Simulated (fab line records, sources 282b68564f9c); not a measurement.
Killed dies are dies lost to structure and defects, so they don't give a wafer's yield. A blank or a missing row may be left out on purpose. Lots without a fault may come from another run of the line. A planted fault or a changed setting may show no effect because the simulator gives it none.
Which tool did it? | flow rit_cmos | 14 lots, 42 wafers sampled, at 2 steps of a route of 202

WHAT THE GAUGES READ, wafer by wafer
RIT_PRETRO_TW_MEAS_10.
lot  | measured    | on            | PRETRO_TW
L256 | day 2 18:06 | film_metro-01 | 475 474 472
L257 | day 3 01:58 | film_metro-03 | 479 479 479
L258 | day 3 07:46 | film_metro-01 | 476 474 475
L259 | day 3 11:01 | film_metro-02 | 474 479 476
L260 | day 3 15:16 | film_metro-01 | 473 475 475
L268 | day 5 11:40 | film_metro-01 | 30 30 30 30 30 30
L269 | day 5 11:53 | film_metro-02 | 30 30 30 30 30 30
L271 | day 6 04:37 | film_metro-03 | 485 482 485
L272 | day 6 09:41 | film_metro-01 | 472 472 473
L274 | day 6 17:50 | film_metro-03 | 483 485 483
L273 | day 6 18:26 | film_metro-02 | 479 477 474
L275 | day 7 02:10 | film_metro-03 | 484 485 483
L277 | day 7 12:13 | film_metro-01 | 472 472 475
L276 | day 7 12:20 | film_metro-03 | 483 484 482

WHICH TOOL RAN EACH LOT (tool, then ch and the chambers of the sampled wafers, then the start)
lot  | RIT_NRETRO_STRIP_09
L256 | plasma_asher-04 ch 0,1, day 2 16:22
L257 | plasma_asher-03 ch 0,1, day 3 00:09
L258 | plasma_asher-01 ch 0, day 3 05:50
L259 | plasma_asher-04 ch 0,1, day 3 09:10
L260 | plasma_asher-04 ch 0,1, day 3 13:24
L268 | plasma_asher-01 ch 0,1, day 5 09:48
L269 | plasma_asher-04 ch 0,1, day 5 10:02
L271 | plasma_asher-03 ch 0,1, day 6 02:46
L272 | plasma_asher-03 ch 0,1, day 6 07:52
L274 | plasma_asher-03 ch 0,1, day 6 16:02
L273 | plasma_asher-04 ch 0,1, day 6 16:42
L275 | plasma_asher-01 ch 0,1, day 7 00:18
L277 | plasma_asher-04 ch 0,1, day 7 10:11
L276 | plasma_asher-01 ch 0,1, day 7 10:26
- RIT_NRETRO_STRIP_09: strips in O2, time 180 s.

WHAT THE TOOLS THEMSELVES READ (means of the sampled wafers that have a number; where no wafer has one, the mark that the record gives instead)
RIT_NRETRO_STRIP_09.
lot  | tool            | chamber_pressure_mTorr (mTorr) | drypump_motor_current_A (A)
L256 | plasma_asher-04 | 3998                           | 5.7
L257 | plasma_asher-03 | 3999                           | 5.6
L258 | plasma_asher-01 | 4000                           | 5.3
L259 | plasma_asher-04 | 3998                           | 5.5
L260 | plasma_asher-04 | 3997                           | 5.5
L268 | plasma_asher-01 | -                              | -
L269 | plasma_asher-04 | -                              | -
L271 | plasma_asher-03 | 4000                           | 5.4
L272 | plasma_asher-03 | 4000                           | 5.6
L274 | plasma_asher-03 | 4002                           | 5.4
L273 | plasma_asher-04 | 4000                           | 5.5
L275 | plasma_asher-01 | 4000                           | 5.1
L277 | plasma_asher-04 | 3999                           | 5.7
L276 | plasma_asher-01 | 3999                           | 5.0

THE ANSWER, worked out from the rows above alone
Rule: what is usual is taken from the lots themselves. Put in order of their means at a reading, lots are off if they are a third of the lots or fewer, leave a main group of 4 or more, and stand apart from it by a gap of 3 or more times the standard deviation of the main group's means; of several such gaps the widest counts. A main group whose means are all the same, to the digits that the tables above print for the reading, isn't used. A lot without any number at a reading at which 4 lots or more have one is off too. The other lots that the step has rows for count as sound. The gauges are gone through in route order, then the tools' own readings, and for those a lot's mean is taken as printed above. The first step at which some lot is off is used, and at that step the reading that is off furthest; a lot without a number counts as furthest.
Off: L268, L269, at RIT_PRETRO_TW_MEAS_10 (PRETRO_TW). The main group: mean 478, standard deviation 4.4.
A tool fits if, at a process step before that reading, it ran every lot that is off, and no sound lot after the first of them. The gauges at RIT_PRETRO_TW_MEAS_10 aren't tried: what is off there is off at RIT_NRETRO_STRIP_09 too, on other tools, and a gauge's error can't cause that. None of those tried fits.

WHAT THE SIMULATOR HAD PUT IN
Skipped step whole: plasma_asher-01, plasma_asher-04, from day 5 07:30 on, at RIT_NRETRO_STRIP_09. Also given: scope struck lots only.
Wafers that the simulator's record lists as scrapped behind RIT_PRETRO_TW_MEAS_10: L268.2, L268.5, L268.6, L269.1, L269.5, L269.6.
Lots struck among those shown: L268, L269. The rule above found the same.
